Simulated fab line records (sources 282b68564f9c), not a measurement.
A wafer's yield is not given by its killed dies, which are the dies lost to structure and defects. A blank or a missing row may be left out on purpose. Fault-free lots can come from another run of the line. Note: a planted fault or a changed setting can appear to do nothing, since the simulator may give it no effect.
A lot that was struck, set against a sound lot :: flow ritCmos :: 20 out of 202 route steps
Sound: these wafers, L807.2, L807.4, L807.6. Wafers struck: L810.2, L810.3, L810.5. The cause comes at the end.
Each step with rows lists, per side, the tool, then ch with its chambers, then its first start. Under that, the readings that differ: sound wafers :: struck wafers :: difference of the means :: sigmas: that difference in standard deviations of wafers without a fault.
alike: readings whose means differ by less than 2 such deviations, and words and numbers that are the same on both sides. not compared: withheld readings, readings that some wafer has no value for, bounds like >300 that may hide the same value, and numbers for which the record gives no deviation and whose values overlap.
Wherever a step has rows on one side only, a row that says differs or no value, or a row with sigmas, the two part there. Numbers that have no deviation but don't overlap get no sigmas and don't part them. A reading that every wafer of one side lacks parts them only if that side has two wafers or more.

first, 3 steps without rows for these wafers: RIT_GATE_CLEAN_02 (cleans in dHF, time 30 s); RIT_GATE_CLEAN_03 (cleans in SC2, time 600 s); RIT_GATE_CLEAN_04 (cleans in dHF, time 60 s).
RIT_FOX2_THK_MEAS_91:
  sound: filmMetro-03 at day 2 08:53; struck: filmMetro-03 at day 3 02:49
  alike: FIELD_OXIDE_LEFT_2_THK
then, 2 steps without rows for these wafers: RIT_GATE_OXIDATION_05 (target thk 3 nm, ox time 270 s); RIT_GATE_ANNEAL_06 (time 600 s).
RIT_GATE_THK_MEAS_07:
  sound: filmMetro-04 at day 2 11:34; struck: filmMetro-03 at day 3 05:23
  alike: GATE_OXIDE_THK
then, 1 step without rows for these wafers: RIT_GATE_CVD_08 (deposits poly-Si from SiH4, target thk 250 nm, time 2220 s).
RIT_GATE_THK_MEAS_09:
  sound: filmMetro-04 at day 2 13:15; struck: filmMetro-04 at day 3 07:04
  alike: GATE_POLY_THK
then, 3 steps without rows for these wafers: RIT_GATE_HMDS_10 (prime time 60 s); RIT_GATE_COAT_11 (resist thk 850 nm); RIT_GATE_SOFTBAKE_12 (time 60 s).
RIT_GATE_EXPOSE_13: exposes mask M6, target cd 150 nm.
  sound on ilineStepper-02 ch 0, day 2 13:46; struck on ilineStepper-01 ch 0, day 3 07:35
reading: mask
sound: M6#0 M6#0 M6#0
struck: M6_R1#0 M6_R1#0 M6_R1#0
difference: differs
sigmas: 
then, 2 steps without rows for these wafers: RIT_GATE_PEB_14; RIT_GATE_DEVELOP_15 (develop time 50 s).
RIT_GATE_CD_MEAS_16: the cd target is 150 nm.
  sound: cdSem-01 at day 2 14:10; struck: cdSem-01 at day 3 08:09
reading: cdNm (nm)
sound: 148.9 151.1 149.0
struck: 197.3 195.3 195.7
difference: +46.4
sigmas: +24
RIT_GATE_OVL_MEAS_17:
  sound: overlay-01 at day 2 14:16; struck: overlay-02 at day 3 08:15
  alike: GATE_OVL
then, 1 step without rows for these wafers: RIT_GATE_HARDBAKE_18 (time 60 s).
RIT_GATE_ETCH_19: etches poly-Si in SF6/CHF3/O2, stops on SiO2, time 165 s, target depth 312.5 nm.
  sound on rieSi-01 ch 0,3, day 2 14:27; struck on rieSi-02 ch 0,1, day 3 08:31
reading: model.GATE.cdNm (nm)
sound: 149.2 151.2 148.8
struck: 197.3 195.1 196
difference: +46.4
sigmas: 
  alike: O2_flow_sccm, drypumpMotorCurrentA, oesProductAu, throttleValvePct
  not compared: rfHoursCounterH
RIT_GATE_STRIP_20: strips in O2, time 180 s.
  sound on plasmaAsher-04 ch 0,1, day 2 14:34; struck on plasmaAsher-04 ch 0,1, day 3 08:38
  alike: drypumpMotorCurrentA, rfReflPowerW
  not compared: rfHoursCounterH

WHERE THEY PART
Earliest at RIT_GATE_EXPOSE_13; latest, in this record, at RIT_GATE_CD_MEAS_16. Later steps at which nothing parts them and some readings are alike: RIT_GATE_OVL_MEAS_17, RIT_GATE_ETCH_19, RIT_GATE_STRIP_20.

WHY: what the simulator had put in
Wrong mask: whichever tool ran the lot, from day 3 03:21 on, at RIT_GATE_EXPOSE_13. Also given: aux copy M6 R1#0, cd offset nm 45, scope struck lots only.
